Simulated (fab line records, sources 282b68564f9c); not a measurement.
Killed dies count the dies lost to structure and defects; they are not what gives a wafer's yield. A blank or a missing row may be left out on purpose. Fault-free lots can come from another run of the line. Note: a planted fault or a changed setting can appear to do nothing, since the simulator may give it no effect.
Split-lot study + flow ritCmos + route with 202 steps; 5 lots, 23 wafers read

ON THE SPLIT
At RIT_PSD_HARDBAKE_07 (time 60 s), the setting tempC was moved away from the recipe's 140 C on 7 of the 23 wafers read, by -2.1% to +2.9%. The other wafers ran this setting at the recipe's value.

The reading is taken at the split's own step.

THE READING
NOVOLAK_of_PSD_COAT_01.thkNm (the simulator's own value, which no gauge read), in nm, at RIT_PSD_HARDBAKE_07 (time 60 s). The file gives no usual value for it. The 16 wafers here that ran the recipe average 883.8 nm, standard deviation 2.7 nm.

| wafer  | tool, chamber at the split | tempC as run, C | against the recipe | NOVOLAK_of_PSD_COAT_01.thkNm, nm | against lot-mates on the recipe |
|--------|----------------------------|-----------------|--------------------|----------------------------------|---------------------------------|
| L076.1 | lithoTrack-01, 0           | 140             | recipe             | 884.4                            | -                               |
| L076.2 | lithoTrack-01, 0           | 140             | recipe             | 887.2                            | -                               |
| L076.6 | lithoTrack-01, 0           | 140             | recipe             | 887.5                            | -                               |
| L077.2 | lithoTrack-04, 0           | 140             | recipe             | 887.4                            | -                               |
| L077.3 | lithoTrack-04, 0           | 137.1           | -2.1%              | 890.2                            | +2.8                            |
| L077.4 | lithoTrack-04, 0           | 140             | recipe             | 887.2                            | -                               |
| L077.5 | lithoTrack-04, 0           | 140             | recipe             | 887.6                            | -                               |
| L077.6 | lithoTrack-04, 0           | 137.1           | -2.1%              | 888.7                            | +1.3                            |
| L079.2 | lithoTrack-04, 0           | 140             | recipe             | 882.2                            | -                               |
| L079.3 | lithoTrack-04, 0           | 144.1           | +2.9%              | 874.5                            | -6.7                            |
| L079.4 | lithoTrack-04, 0           | 140             | recipe             | 880.9                            | -                               |
| L079.5 | lithoTrack-04, 0           | 144.1           | +2.9%              | 876.4                            | -4.8                            |
| L079.6 | lithoTrack-04, 0           | 140             | recipe             | 880.5                            | -                               |
| L080.1 | lithoTrack-04, 0           | 140             | recipe             | 882.4                            | -                               |
| L080.2 | lithoTrack-04, 0           | 140             | recipe             | 880.7                            | -                               |
| L080.4 | lithoTrack-04, 0           | 140             | recipe             | 881.3                            | -                               |
| L080.5 | lithoTrack-04, 0           | 140             | recipe             | 881.9                            | -                               |
| L080.6 | lithoTrack-04, 0           | 140             | recipe             | 882.6                            | -                               |
| L084.1 | lithoTrack-02, 0           | 140             | recipe             | 882.2                            | -                               |
| L084.2 | lithoTrack-02, 0           | 143.3           | +2.4%              | 879.5                            | -4.2                            |
| L084.3 | lithoTrack-02, 0           | 143.3           | +2.4%              | 879.3                            | -4.4                            |
| L084.4 | lithoTrack-02, 0           | 143.3           | +2.4%              | 880.4                            | -3.3                            |
| L084.5 | lithoTrack-02, 0           | 140             | recipe             | 885.1                            | -                               |

THE FIT
A straight line over all 23 wafers: NOVOLAK_of_PSD_COAT_01.thkNm changes by -2.42 nm for each +1% of tempC; r = -0.80; the points scatter about the line by 2.5 nm.
The same after taking each lot's own level away (the mean of its wafers on the recipe; 23 wafers): -1.6 nm for each +1%; r = -0.90; scatter 1 nm.
That fit puts the effect of the largest move of tempC on the reading at 4.7 nm.
The lots' own levels span 881.20 to 887.40 nm, that is 2.3 times the standard deviation above.
Hence the slope depends on the lot-to-lot level, as the two fits are not the same.
Check: with one of the wafers moved furthest among these (+2.9%) left out of the fit, the line predicts -4.44 nm for it against its lot-mates. It came out at -6.7 nm against them.

FILE'S OWN FIT
NOVOLAK_of_PSD_COAT_01.thkNm changes by -1.63 nm for each +1% of tempC, r = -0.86.
